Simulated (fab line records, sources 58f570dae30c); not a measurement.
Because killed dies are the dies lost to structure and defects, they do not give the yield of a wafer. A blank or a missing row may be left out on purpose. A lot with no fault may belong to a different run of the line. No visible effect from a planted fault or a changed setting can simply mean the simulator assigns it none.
Which tool is to blame? ; flow berkeleyCmos170 ; 30 wafers from 10 lots sampled at 2 of the route's 331 steps

WHAT THE GAUGES SHOWED, per wafer
UCB170_PFIELD_TW_MEAS_09.
lot;measured;on;PFIELD_TW
L195;day 4 22:32;filmMetro-04;601 600 603
L196;day 5 06:49;filmMetro-01;608 608 607
L200;day 6 07:12;filmMetro-02;541 542 542
L203;day 6 12:49;filmMetro-02;546 543 545
L209;day 8 09:44;filmMetro-04;602 602 601
L211;day 8 21:23;filmMetro-01;611 614 616
L213;day 8 22:21;filmMetro-02;607 603 606
L215;day 9 05:25;filmMetro-02;610 612 612
L217;day 9 23:25;filmMetro-04;606 602 599
L218;day 9 23:41;filmMetro-01;609 612 606

WHICH TOOL RAN EACH LOT (tool, then ch and the chambers of the sampled wafers, then the start)
lot;UCB170_PFIELD_IMPLANT_07
L195;implanter-01 ch 0, day 4 22:18
L196;implanter-03 ch 0, day 5 06:34
L200;implanter-04 ch 0, day 6 06:57
L203;implanter-04 ch 0, day 6 12:34
L209;implanter-01 ch 0, day 8 09:31
L211;implanter-03 ch 0, day 8 21:08
L213;implanter-01 ch 0, day 8 22:06
L215;implanter-01 ch 0, day 9 05:10
L217;implanter-03 ch 0, day 9 23:12
L218;implanter-01 ch 0, day 9 23:26
- UCB170_PFIELD_IMPLANT_07

THE ANSWER, worked out from the rows above alone
Rule: the usual values come from the lots themselves. The widest of any qualifying gaps counts: lots, ordered by their means at a reading, are off when they make up no more than a third of the lots, leave a main group of 4 or more, and stand apart from it by 3 or more times the standard deviation of that group's means. A main group whose means are all the same, to the digits that the tables above print for the reading, isn't used. Also off: a lot with no number at a reading for which 4 or more lots have one. Any other lot the step has rows for is counted as sound.
Off: at UCB170_PFIELD_TW_MEAS_09 (PFIELD_TW), L200, L203. The main group: mean 607, standard deviation 4.3.
If a tool, at a process step before that reading, ran all the lots that are off and no sound lot after the first of them, it fits. The gauges at UCB170_PFIELD_TW_MEAS_09 are tried like those tools. One fits: UCB170_PFIELD_IMPLANT_07 on implanter-04. It ran no sound lot before its first lot that is off in this sample, so the start can't be narrowed down.

WHAT WAS PUT IN BY THE SIMULATOR
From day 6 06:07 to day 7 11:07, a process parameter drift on implanter-04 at UCB170_PFIELD_IMPLANT_07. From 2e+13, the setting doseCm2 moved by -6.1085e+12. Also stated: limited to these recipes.
Struck lots among those shown: L200, L203. The rule above found the same.
